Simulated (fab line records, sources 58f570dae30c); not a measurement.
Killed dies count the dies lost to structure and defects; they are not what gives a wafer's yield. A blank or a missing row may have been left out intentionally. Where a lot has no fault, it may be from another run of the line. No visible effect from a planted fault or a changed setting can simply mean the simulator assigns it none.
What tool caused it? | flow berkeley cmos170 | Sampling: 15 lots, 45 wafers, 7 of 331 route steps

## WHAT THE GAUGES READ, wafer by wafer
UCB170_PFIELD_TW_MEAS_09.
lot  | measured    | on            | PFIELD_TW
L677 | day 5 22:02 | film metro-01 | 609 606 607
L676 | day 5 22:04 | film metro-04 | 584 587 583
L680 | day 6 05:53 | film metro-04 | 586 586 584
L679 | day 6 06:07 | film metro-04 | 591 591 587
L678 | day 6 06:14 | film metro-01 | 606 604 606
L682 | day 6 22:38 | film metro-04 | 585 590 588
L681 | day 7 05:11 | film metro-04 | 584 585 583
L684 | day 7 04:50 | film metro-01 | 613 609 608
L686 | day 7 05:07 | film metro-01 | 608 609 608
L687 | day 7 17:49 | film metro-04 | 589 585 587
L690 | day 8 05:58 | film metro-01 | 610 609 607
L693 | day 8 16:24 | film metro-03 | 603 604 602
L694 | day 8 16:33 | film metro-01 | 609 607 608
L695 | day 8 16:07 | film metro-04 | 586 582 586
L697 | day 9 15:02 | film metro-04 | 587 593 593

UCB170_FIELD_THK_MEAS_02.
lot  | measured    | on            | FIELD_OXIDE_THK (nm)
L677 | day 6 03:39 | film metro-02 | 570 568 579
L676 | day 6 03:39 | film metro-01 | 554 560 558
L680 | day 6 13:58 | film metro-04 | 568 570 555
L679 | day 6 14:02 | film metro-04 | 562 563 566
L678 | day 6 13:57 | film metro-02 | 549 548 557
L682 | day 7 02:56 | film metro-02 | 576 570 570
L681 | day 7 10:19 | film metro-02 | 564 568 565
L684 | day 7 10:17 | film metro-04 | 549 543 549
L686 | day 7 10:18 | film metro-01 | 562 574 557
L687 | day 8 00:17 | film metro-02 | 561 563 565
L690 | day 8 11:19 | film metro-04 | 551 559 543
L693 | day 9 02:54 | film metro-01 | 661 661 661
L694 | day 9 02:55 | film metro-02 | 662 659 658
L695 | day 9 02:53 | film metro-04 | 662 666 653
L697 | day 9 19:32 | film metro-01 | 557 552 558

UCB170_FIELD_THK_MEAS_90.
lot  | measured     | on            | FIELD_OXIDE_LEFT_1_THK (nm)
L677 | day 6 11:49  | film metro-02 | 452 451 462
L676 | day 6 11:49  | film metro-01 | 436 442 440
L680 | day 6 22:05  | film metro-02 | 452 455 440
L679 | day 6 22:05  | film metro-04 | 446 446 449
L678 | day 6 22:04  | film metro-01 | 433 432 441
L682 | day 7 11:21  | film metro-02 | 459 453 453
L681 | day 7 19:01  | film metro-04 | 449 452 450
L684 | day 7 19:00  | film metro-02 | 432 426 431
L686 | day 7 19:04  | film metro-02 | 446 457 441
L687 | day 8 08:19  | film metro-02 | 446 448 450
L690 | day 8 21:59  | film metro-04 | 432 440 424
L693 | day 9 13:10  | film metro-02 | 543 544 543
L694 | day 9 13:11  | film metro-04 | 546 543 542
L695 | day 9 13:13  | film metro-01 | 547 551 538
L697 | day 10 06:31 | film metro-04 | 440 435 440

UCB170_FIELD_THK_MEAS_91.
lot  | measured     | on            | FIELD_OXIDE_LEFT_2_THK (nm)
L677 | day 7 09:08  | film metro-02 | 364 363 374
L676 | day 7 09:08  | film metro-04 | 348 354 351
L680 | day 7 19:10  | film metro-04 | 363 365 350
L679 | day 7 19:10  | film metro-02 | 360 360 363
L678 | day 7 19:13  | film metro-04 | 344 344 352
L682 | day 8 10:01  | film metro-04 | 371 365 365
L681 | day 8 15:26  | film metro-04 | 360 363 361
L684 | day 8 15:57  | film metro-04 | 343 337 343
L686 | day 8 14:38  | film metro-02 | 358 370 353
L687 | day 9 12:53  | film metro-04 | 357 359 361
L690 | day 9 18:40  | film metro-04 | 345 352 337
L693 | day 10 13:44 | film metro-04 | 456 455 456
L694 | day 10 13:48 | film metro-04 | 458 455 454
L695 | day 10 13:50 | film metro-04 | 461 463 451
L697 | day 11 05:11 | film metro-01 | 351 346 351

## TOOL THAT RAN EACH LOT (tool first, then ch and the chambers of the sampled wafers, then the start)
lot  | UCB170_PWELL_ETCH_14              | UCB170_PWELL_STRIP_16               | UCB170_FIELD_OXIDATION_01
L677 | rie diel-03 ch 0,1,3, day 4 07:21 | plasma asher-01 ch 0,1, day 4 07:36 | furnace-02 ch 0, day 6 00:39
L676 | rie diel-03 ch 1,2, day 4 07:35   | plasma asher-03 ch 0,1, day 4 07:50 | furnace-02 ch 0, day 6 00:39
L680 | rie diel-01 ch 1,2, day 4 16:46   | plasma asher-03 ch 0,1, day 4 17:02 | furnace-01 ch 0, day 6 10:57
L679 | rie diel-04 ch 1,2, day 4 17:02   | plasma asher-01 ch 0,1, day 4 17:19 | furnace-01 ch 0, day 6 10:57
L678 | rie diel-01 ch 1,2,3, day 4 17:18 | plasma asher-03 ch 0,1, day 4 17:37 | furnace-01 ch 0, day 6 10:57
L682 | rie diel-04 ch 0,2,3, day 5 05:31 | plasma asher-01 ch 0, day 5 05:46   | furnace-02 ch 0, day 6 23:55
L681 | rie diel-01 ch 1,2, day 5 14:23   | plasma asher-01 ch 0,1, day 5 14:42 | furnace-04 ch 0, day 7 07:17
L684 | rie diel-04 ch 0,1,3, day 5 14:31 | plasma asher-01 ch 0,1, day 5 14:46 | furnace-04 ch 0, day 7 07:17
L686 | rie diel-01 ch 0,1,3, day 5 14:47 | plasma asher-01 ch 1, day 5 15:02   | furnace-04 ch 0, day 7 07:17
L687 | rie diel-04 ch 2,3, day 6 01:34   | plasma asher-04 ch 0,1, day 6 01:49 | furnace-04 ch 0, day 7 21:13
L690 | rie diel-01 ch 0,1,2, day 6 15:32 | plasma asher-03 ch 0,1, day 6 15:47 | furnace-01 ch 0, day 8 08:15
L693 | rie diel-03 ch 0,2,3, day 7 02:57 | plasma asher-04 ch 1, day 7 03:13   | furnace-04 ch 0, day 8 23:53
L694 | rie diel-01 ch 0,2, day 7 03:41   | plasma asher-01 ch 0,1, day 7 04:04 | furnace-04 ch 0, day 8 23:53
L695 | rie diel-04 ch 0,1,3, day 7 03:41 | plasma asher-04 ch 0, day 7 03:56   | furnace-04 ch 0, day 8 23:53
L697 | rie diel-04 ch 0,3, day 7 22:10   | plasma asher-01 ch 0,1, day 7 22:27 | furnace-02 ch 0, day 9 16:31
- UCB170_PWELL_ETCH_14: etches Si3N4 in CH3F/Ar/O2, stops on SiO2, target depth 242 nm, time 151 s.
- UCB170_PWELL_STRIP_16: strips in O2.
- UCB170_FIELD_OXIDATION_01: target thk 558.3 nm, ox time 7200 s.

## AS READ BY THE TOOLS THEMSELVES (means over the sampled wafers that have a number; for cases with no such wafer, the mark the record gives instead)
UCB170_PWELL_ETCH_14.
lot  | tool        | drypump motor current A (A) | oes product au (a.u.) | throttle valve pct (%)
L677 | rie diel-03 | 5.5                         | 0.962                 | 8.11
L676 | rie diel-03 | 6.4                         | 0.959                 | 8.00
L680 | rie diel-01 | 5.5                         | 0.956                 | 8.09
L679 | rie diel-04 | 5.2                         | 0.917                 | 8.04
L678 | rie diel-01 | 5.3                         | 0.946                 | 8.16
L682 | rie diel-04 | 5.1                         | 0.933                 | 8.08
L681 | rie diel-01 | 5.6                         | 0.956                 | 8.10
L684 | rie diel-04 | 5.2                         | 0.938                 | 8.09
L686 | rie diel-01 | 5.5                         | 0.944                 | 8.06
L687 | rie diel-04 | 5.1                         | 0.910                 | 8.04
L690 | rie diel-01 | 5.7                         | 0.960                 | 7.99
L693 | rie diel-03 | 5.5                         | 0.953                 | 8.07
L694 | rie diel-01 | 6.2                         | 0.960                 | 7.93
L695 | rie diel-04 | 5.2                         | 0.932                 | 8.09
L697 | rie diel-04 | 5.2                         | 0.921                 | 8.13

UCB170_PWELL_STRIP_16.
lot  | tool            | drypump motor current A (A) | o2 flow sccm (sccm) | oes product au (a.u.) | strip time to endpoint s (s)
L677 | plasma asher-01 | 5.9                         | 399.2               | 0.721                 | 18.17
L676 | plasma asher-03 | 6.1                         | 401.0               | 0.722                 | 18.15
L680 | plasma asher-03 | 6.1                         | 401.6               | 0.719                 | 18.07
L679 | plasma asher-01 | 6.1                         | 400.4               | 0.720                 | 18.17
L678 | plasma asher-03 | 5.9                         | 399.7               | 0.723                 | 18.04
L682 | plasma asher-01 | 5.6                         | 399.4               | 0.717                 | 18.17
L681 | plasma asher-01 | 6.2                         | 399.1               | 0.721                 | 18.11
L684 | plasma asher-01 | 6.2                         | 399.0               | 0.720                 | 18.19
L686 | plasma asher-01 | 6.4                         | 399.7               | 0.723                 | 18.06
L687 | plasma asher-04 | 5.4                         | 401.0               | 0.718                 | 17.97
L690 | plasma asher-03 | 5.9                         | 400.0               | 0.721                 | 18.19
L693 | plasma asher-04 | 5.5                         | 398.3               | 0.718                 | 18.22
L694 | plasma asher-01 | 6.1                         | 401.0               | 0.724                 | 18.13
L695 | plasma asher-04 | 5.3                         | 398.7               | 0.721                 | 18.08
L697 | plasma asher-01 | 6.1                         | 400.1               | 0.720                 | 18.21

UCB170_FIELD_OXIDATION_01.
lot  | tool       | zone power centre pct (%)
L677 | furnace-02 | 50
L676 | furnace-02 | 50
L680 | furnace-01 | 39
L679 | furnace-01 | 39
L678 | furnace-01 | 39
L682 | furnace-02 | 50
L681 | furnace-04 | 55
L684 | furnace-04 | 55
L686 | furnace-04 | 56
L687 | furnace-04 | 56
L690 | furnace-01 | 39
L693 | furnace-04 | 56
L694 | furnace-04 | 56
L695 | furnace-04 | 55
L697 | furnace-02 | 50

## THE ANSWER, worked out from the rows above alone
Rule: usual is defined by the lots themselves. The widest of any qualifying gaps counts: lots, ordered by their means at a reading, are off when they make up no more than a third of the lots, leave a main group of 4 or more, and stand apart from it by 3 or more times the standard deviation of that group's means. The tables above print the reading to a certain number of digits; a main group whose means all agree to those digits is not used. A lot without any number at a reading at which 4 lots or more have one is off too. The other lots that the step has rows for count as sound. Order of review: gauges by route order, followed by the tools' own readings, for which a lot's mean as printed above is used. The first step at which some lot is off is used, and at that step the reading that is off furthest; a lot without a number counts as furthest.
Off: at UCB170_FIELD_THK_MEAS_02 (FIELD_OXIDE_THK), L693, L694, L695. For the main group the mean is 561 nm and the standard deviation 7.8.
If a tool, at a process step before that reading, ran all the lots that are off and no sound lot after the first of them, it fits. The gauges at UCB170_FIELD_THK_MEAS_02 are tried like those tools. One fits: UCB170_FIELD_OXIDATION_01 on furnace-04. Its last sound lot is L687 (day 7 21:13), its first lot that is off L693 (day 8 23:53): a fault that began between those two fits.

## WHAT THE SIMULATOR HAD PUT IN
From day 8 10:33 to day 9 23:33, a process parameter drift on furnace-04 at UCB170_FIELD_OXIDATION_01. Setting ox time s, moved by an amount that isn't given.
Struck lots among those shown: L695, L693, L694. The rule given above showed the same thing.
